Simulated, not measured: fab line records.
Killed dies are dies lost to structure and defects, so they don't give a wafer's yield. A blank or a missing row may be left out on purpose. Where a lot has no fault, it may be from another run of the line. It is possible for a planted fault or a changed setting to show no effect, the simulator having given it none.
Which tool is to blame? -- flow berkeley-cmos170 -- Sampling: 15 lots, 45 wafers, 2 of 331 route steps

WHAT THE GAUGES READ, wafer by wafer
UCB170_SCREENOX_THK_MEAS_02. Usual: SCREENOX_OXIDE_THK typically reads 14.4 nm, with standard deviation 0.32.
lot,measured,on,SCREENOX_OXIDE_THK (nm),flag
L776,day 5 08:13,film-metro-01,14.2 14.2 14.3,
L777,day 5 08:12,film-metro-04,14.5 14.5 14.3,
L778,day 5 21:41,film-metro-02,14.9 15.0 15.2,
L781,day 6 12:14,film-metro-02,13.9 14.1 14.0,
L780,day 6 12:13,film-metro-04,14.2 14.2 14.1,
L782,day 6 21:37,film-metro-04,14.9 14.8 14.7,
L783,day 6 21:35,film-metro-01,14.5 14.4 14.6,
L784,day 7 07:09,film-metro-02,14.3 14.4 14.5,
L785,day 7 07:08,film-metro-01,15.1 14.7 14.7,
L788,day 8 02:17,film-metro-02,14.6 14.1 14.6,
L790,day 8 02:15,film-metro-01,14.4 14.5 14.4,
L789,day 8 02:18,film-metro-04,14.3 14.1 13.8,
L792,day 8 21:32,film-metro-01,14.6 14.9 14.5,
L793,day 8 21:29,film-metro-02,14.3 14.2 14.3,
L795,day 9 07:45,film-metro-04,14.9 14.8 14.7,

WHICH TOOL RAN EACH LOT (tool, then ch and the chambers of the sampled wafers, then the start)
lot,UCB170_NWELL_IMPLANT_14
L776,"implanter-04 ch 0, day 2 08:05"
L777,"implanter-01 ch 0, day 2 08:26"
L778,"implanter-04 ch 0, day 2 17:56"
L781,"implanter-03 ch 0, day 3 07:34"
L780,"implanter-04 ch 0, day 3 07:36"
L782,"implanter-03 ch 0, day 3 15:55"
L783,"implanter-03 ch 0, day 3 20:56"
L784,"implanter-01 ch 0, day 4 05:00"
L785,"implanter-03 ch 0, day 4 08:02"
L788,"implanter-03 ch 0, day 4 23:53"
L790,"implanter-04 ch 0, day 5 06:07"
L789,"implanter-03 ch 0, day 5 06:36"
L792,"implanter-03 ch 0, day 5 19:30"
L793,"implanter-03 ch 0, day 5 23:20"
L795,"implanter-03 ch 0, day 6 08:57"
- UCB170_NWELL_IMPLANT_14

AS READ BY THE TOOLS THEMSELVES (means over the sampled wafers that have a number; for cases with no such wafer, the mark the record gives instead)
UCB170_NWELL_IMPLANT_14. Usual: beam-energy-keV 150.00, standard deviation 0.05.
lot,tool,beam-energy-keV,flag
L776,implanter-04,149.94,
L777,implanter-01,150.08,
L778,implanter-04,150.02,
L781,implanter-03,149.99,
L780,implanter-04,149.99,
L782,implanter-03,149.94,
L783,implanter-03,150.03,
L784,implanter-01,149.93,
L785,implanter-03,150.00,
L788,implanter-03,149.93,
L790,implanter-04,149.98,
L789,implanter-03,149.97,
L792,implanter-03,148.36,OFF
L793,implanter-03,148.38,OFF
L795,implanter-03,148.44,OFF

THE ANSWER, worked out from the rows above alone
Rule: a lot is off if the mean of its wafers that have a number lies more than 3 standard deviations from the usual mean. Also off: a lot with no number at a reading for which 4 or more lots have one. Where the step has rows for the other lots, those lots are counted as sound. The gauges are gone through in route order, then the tools' own readings, and for those a lot's mean is taken as printed above. The first step at which some lot is off is used, and at that step the reading that is off furthest; a lot without a number counts as furthest.
Off: L792, L793, L795, at UCB170_NWELL_IMPLANT_14 (beam-energy-keV).
A tool fits if, at that step or a process step before it, it ran every lot that is off, and no sound lot after the first of them. One candidate fits, namely implanter-03 at UCB170_NWELL_IMPLANT_14. Its last sound lot is L789 (day 5 06:36), its first lot that is off L792 (day 5 19:30): a fault that began between those two fits.
On the lots that are off, the tool's own readings at UCB170_NWELL_IMPLANT_14 differ by more than 5 times the standard deviation of the sound lots' means, which bears it out; beam-energy-keV reads 148.39 there versus 149.98 on the sound lots.

WHAT THE SIMULATOR HAD PUT IN
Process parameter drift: implanter-03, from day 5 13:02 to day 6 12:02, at UCB170_NWELL_IMPLANT_14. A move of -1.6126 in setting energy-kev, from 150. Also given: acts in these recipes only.
Shown lots that were struck: L793, L792, L795. The same result came from the rule above.
